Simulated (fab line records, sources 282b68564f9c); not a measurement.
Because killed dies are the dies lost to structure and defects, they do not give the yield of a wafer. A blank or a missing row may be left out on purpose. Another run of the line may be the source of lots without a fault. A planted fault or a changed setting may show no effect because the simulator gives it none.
What tool caused it? :: flow ritCmos :: 7 lots, 21 wafers sampled, at 2 steps of a route of 202

WHAT EACH GAUGE READ, for each wafer
RIT_SPACER_THK_MEAS_04.
lot: L350
measured: day 3 07:53
on: filmMetro-01
SPACER_NITRIDE_THK (nm): 251.0 251.2 249.7

lot: L352
measured: day 3 17:17
on: filmMetro-04
SPACER_NITRIDE_THK (nm): 255.2 255.3 256.9

lot: L354
measured: day 4 01:00
on: filmMetro-04
SPACER_NITRIDE_THK (nm): 250.3 249.4 250.7

lot: L356
measured: day 4 12:44
on: filmMetro-02
SPACER_NITRIDE_THK (nm): 246.0 247.4 245.4

lot: L358
measured: day 4 21:21
on: filmMetro-02
SPACER_NITRIDE_THK (nm): 421.6 420.2 420.0

lot: L360
measured: day 5 06:09
on: filmMetro-04
SPACER_NITRIDE_THK (nm): 416.8 417.3 420.2

lot: L370
measured: day 7 09:04
on: filmMetro-01
SPACER_NITRIDE_THK (nm): 252.0 251.4 251.6

TOOL THAT RAN EACH LOT (tool first, then ch and the chambers of the sampled wafers, then the start)
lot: L350
RIT_SPACER_CVD_03: lpcvd-02 ch 1, day 3 05:58

lot: L352
RIT_SPACER_CVD_03: lpcvd-02 ch 1, day 3 15:22

lot: L354
RIT_SPACER_CVD_03: lpcvd-02 ch 1, day 3 23:05

lot: L356
RIT_SPACER_CVD_03: lpcvd-02 ch 0, day 4 10:49

lot: L358
RIT_SPACER_CVD_03: lpcvd-01 ch 1, day 4 19:24

lot: L360
RIT_SPACER_CVD_03: lpcvd-01 ch 1, day 5 04:14

lot: L370
RIT_SPACER_CVD_03: lpcvd-02 ch 1, day 7 07:08
- RIT_SPACER_CVD_03: deposits Si3N4 from SiH2Cl2/NH3, target thk 250 nm, time 3300 s.

THE ANSWER, worked out from the rows above alone
Rule: the lots themselves supply what counts as usual. The widest of any qualifying gaps counts: lots, ordered by their means at a reading, are off when they make up no more than a third of the lots, leave a main group of 4 or more, and stand apart from it by 3 or more times the standard deviation of that group's means. Not used: any main group whose means are identical at the precision the tables above print for the reading. A lot without any number at a reading at which 4 lots or more have one is off too. Any other lot the step has rows for is counted as sound.
Off: L358, L360, at RIT_SPACER_THK_MEAS_04 (SPACER_NITRIDE_THK). Mean 250.9 nm and standard deviation 3.1 in the main group.
A tool fits if, at a process step before that reading, it ran every lot that is off, and no sound lot after the first of them. The gauges at RIT_SPACER_THK_MEAS_04 are tried like those tools. One fits: RIT_SPACER_CVD_03 on lpcvd-01. It ran no sound lot before its first lot that is off in this sample, so the start can't be narrowed down.

WHAT HAD BEEN PUT IN BY THE SIMULATOR
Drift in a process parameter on lpcvd-01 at RIT_SPACER_CVD_03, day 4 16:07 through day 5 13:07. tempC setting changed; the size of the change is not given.
Shown lots that were struck: L358, L360. The rule above reached the same finding.
